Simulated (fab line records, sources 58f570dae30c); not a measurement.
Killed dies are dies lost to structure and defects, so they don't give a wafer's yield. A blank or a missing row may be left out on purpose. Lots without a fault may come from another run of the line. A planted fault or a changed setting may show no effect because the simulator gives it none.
One fault seen from 2 desks | flow berkeley_cmos170 | each desk has only its own numbers; what lay behind them comes last

THE TOOL OWNER'S DESK: litho_track-01
The tool's own readings at UCB170_M3_SOFTBAKE_11 (time 60 s): means of the sampled wafers that have a number, for each lot that ran on this tool. A lot is out of limits, marked OUT, if its mean lies more than 4 standard deviations from the usual mean; the brackets give that distance.
Columns: A = chill_plate_temp_C at UCB170_M3_SOFTBAKE_11, usual 23.01 C; B = heater_power_total_W at UCB170_M3_SOFTBAKE_11, usual 56.80 W; C = run_length_s at UCB170_M3_SOFTBAKE_11, usual 89.14 s
lot  | first seen here | A     | B                       | C
L892 | day 8 05:00     | 23.02 | 56.79                   | 88.91
L894 | day 8 15:00     | 23.01 | 56.82                   | 88.79
L897 | day 9 12:00     | 23.02 | 56.78                   | 88.90
L900 | day 9 23:00     | 23.12 | 56.77                   | 88.84
L904 | day 10 18:00    | 22.92 | 56.83                   | 88.79
L902 | day 10 21:00    | 23.10 | 79.59 (+99 or more) OUT | 44.94 (-99 or more) OUT
L903 | day 11 00:00    | 23.04 | 79.57 (+99 or more) OUT | 45.06 (-99 or more) OUT
This desk's finding: out of limits on L902, L903; first on L902, day 10 21:00 (heater_power_total_W at UCB170_M3_SOFTBAKE_11). In limits: L892, L894, L897, L900, L904.

THE METROLOGY DESK
What the gauges read, lot by lot, whatever tool the lot ran on: means of the sampled wafers that have a number. A lot is out of limits, marked OUT, if its mean lies more than 4 standard deviations from the usual mean; the brackets give that distance.
Columns: A = M3_AL_THK at UCB170_M3_THK_MEAS_03, usual 901 nm; B = cd_nm at UCB170_M3_CD_MEAS_15, usual 700.1 nm
lot  | first seen here | A   | B
L892 | day 8 03:52     | 903 | 701.6
L893 | day 8 13:02     | 899 | 699.6
L894 | day 8 13:58     | 894 | 697.8
L896 | day 8 14:50     | 908 | 699.2
L897 | day 9 10:49     | 893 | 700.3
L898 | day 9 21:03     | 897 | 700.5
L900 | day 9 21:11     | 903 | 701.4
L901 | day 9 21:26     | 900 | 700.4
L904 | day 10 15:34    | 907 | 702.9
L902 | day 10 19:30    | 884 | 722.5 (+14) OUT
L903 | day 10 22:57    | 907 | 716.9 (+10) OUT
L914 | day 12 10:48    | 899 | 699.9
L913 | day 12 10:55    | 903 | 700.9
L915 | day 13 02:50    | 894 | 703.0
This desk's finding: out of limits on L902, L903; first on L902, day 10 22:59 (cd_nm at UCB170_M3_CD_MEAS_15). In limits: L892, L893, L894, L896, L897, L898, L900, L901, L904, L914, L913, L915.

PUT TOGETHER
The tool owner's desk could have raised an alarm at day 10 21:00, on L902, L903.
The metrology desk could have raised an alarm at day 10 22:59, on L902, L903.
Of the lots named, all ran UCB170_M3_SOFTBAKE_11 on litho_track-01.

WHAT THE SIMULATOR HAD PUT IN
Process parameter drift: litho_track-01, from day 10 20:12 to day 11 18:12, at UCB170_M3_SOFTBAKE_11. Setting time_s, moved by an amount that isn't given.
Lots struck among those shown: L902, L903.
Hours from the fault's start to each desk's first reading out of limits: the tool owner's desk, 1; the metrology desk, 3.
